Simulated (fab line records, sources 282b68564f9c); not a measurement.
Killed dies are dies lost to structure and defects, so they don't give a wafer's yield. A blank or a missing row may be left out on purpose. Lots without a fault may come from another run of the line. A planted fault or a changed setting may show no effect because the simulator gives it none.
A struck lot beside a sound one | flow rit_cmos | 15 steps out of a route of 202
Sound: wafers L736.2, L736.3, L736.4. Struck: wafers L742.2, L742.3, L742.5. The cause comes at the end.
At each step with rows: each side's tool, then ch and its chambers, then its first start. Under that, the readings that differ: sound wafers | struck wafers | difference of the means | sigmas: that difference in standard deviations of wafers without a fault.
alike: readings whose means differ by less than 2 such deviations, and words and numbers that are the same on both sides. not compared: withheld readings, readings that some wafer has no value for, bounds like >300 that may hide the same value, and numbers for which the record gives no deviation and whose values overlap.
The two part at a step that has a row with sigmas, a row that says differs or no value, or rows on one side only. Numbers that don't overlap but have no deviation are shown without sigmas and don't part them. A reading that every wafer of one side lacks parts them only if that side has two wafers or more.

first, 4 steps without rows for these wafers: RIT_PLDD_SOFTBAKE_02 (time 60 s); RIT_PLDD_EXPOSE_03 (exposes mask M8, target cd 40900 nm); RIT_PLDD_PEB_04; RIT_PLDD_DEVELOP_05 (develop time 50 s).
RIT_PLDD_OVL_MEAS_06:
  sound on overlay-02, day 3 16:05; struck on overlay-01, day 4 19:04
  alike: PLDD_OVL
then, 2 steps without rows for these wafers: RIT_PLDD_HARDBAKE_07 (time 60 s); RIT_PLDD_IMPLANT_08.
RIT_PLDD_STRIP_09: strips in O2, time 180 s.
  sound on plasma_asher-04 ch 0,1, day 3 16:25; struck on plasma_asher-01 ch 0, day 4 19:23
  reading                     | sound       | struck      | difference | sigmas
  drypump_motor_current_A (A) | 5.7 6.4 5.7 | 5.2 5.2 5.2 | -0.7       | -2
  alike: rf_refl_power_W
  not compared: rf_hours_counter_h
RIT_PLDD_TW_MEAS_10:
  sound on film_metro-04, day 3 16:37; struck on film_metro-03, day 4 19:35
  alike: PLDD_TW
then, 3 steps without rows for these wafers: RIT_SPACER_CLEAN_00 (cleans in SC1, time 600 s); RIT_SPACER_CLEAN_01 (cleans in dHF, time 30 s); RIT_SPACER_CLEAN_02 (cleans in SC2, time 600 s).
RIT_SPACER_CVD_03: deposits Si3N4 from SiH2Cl2/NH3, target thk 250 nm, time 3300 s.
  sound on lpcvd-01 ch 1, day 3 17:02; struck on lpcvd-01 ch 1, day 4 19:59
  reading                                  | sound             | struck            | difference | sigmas
  spike_tc_centre_C (C)                    | 814.1 813.0 814.7 | 858.6 859.7 858.5 | +45.0      | +25
  spike_tc_load_C (C)                      | 833.3 833.4 833.9 | 877.7 877.7 880.2 | +45.0      | +23
  spike_tc_source_C (C)                    | 827.3 828.1 827.7 | 875.3 874.4 874.5 | +47.0      | +18
  susceptor_temp_C (C)                     | 809.8 809.4 809.5 | 854.8 854.9 855.2 | +45.4      | +99 or more
  model.Si3N4_of_SPACER_CVD_03.thk_nm (nm) | 249.2 250.3 248.8 | 423.4 422.7 424.6 | +174.1     |
  alike: sih2cl2_flow_sccm
RIT_SPACER_THK_MEAS_04:
  sound on film_metro-03, day 3 18:58; struck on film_metro-03, day 4 22:09
  reading                 | sound             | struck            | difference | sigmas
  SPACER_NITRIDE_THK (nm) | 249.2 250.3 249.3 | 423.1 422.7 424.7 | +173.9     | +83
  not compared: hold
RIT_M1_PROBE_99:
  the record has rows for the sound wafers here (prober-01, day 4 06:28) and none for the struck ones

WHERE THEY PART
First at RIT_PLDD_STRIP_09; last, within this record, at RIT_M1_PROBE_99.

WHY: what the simulator had put in
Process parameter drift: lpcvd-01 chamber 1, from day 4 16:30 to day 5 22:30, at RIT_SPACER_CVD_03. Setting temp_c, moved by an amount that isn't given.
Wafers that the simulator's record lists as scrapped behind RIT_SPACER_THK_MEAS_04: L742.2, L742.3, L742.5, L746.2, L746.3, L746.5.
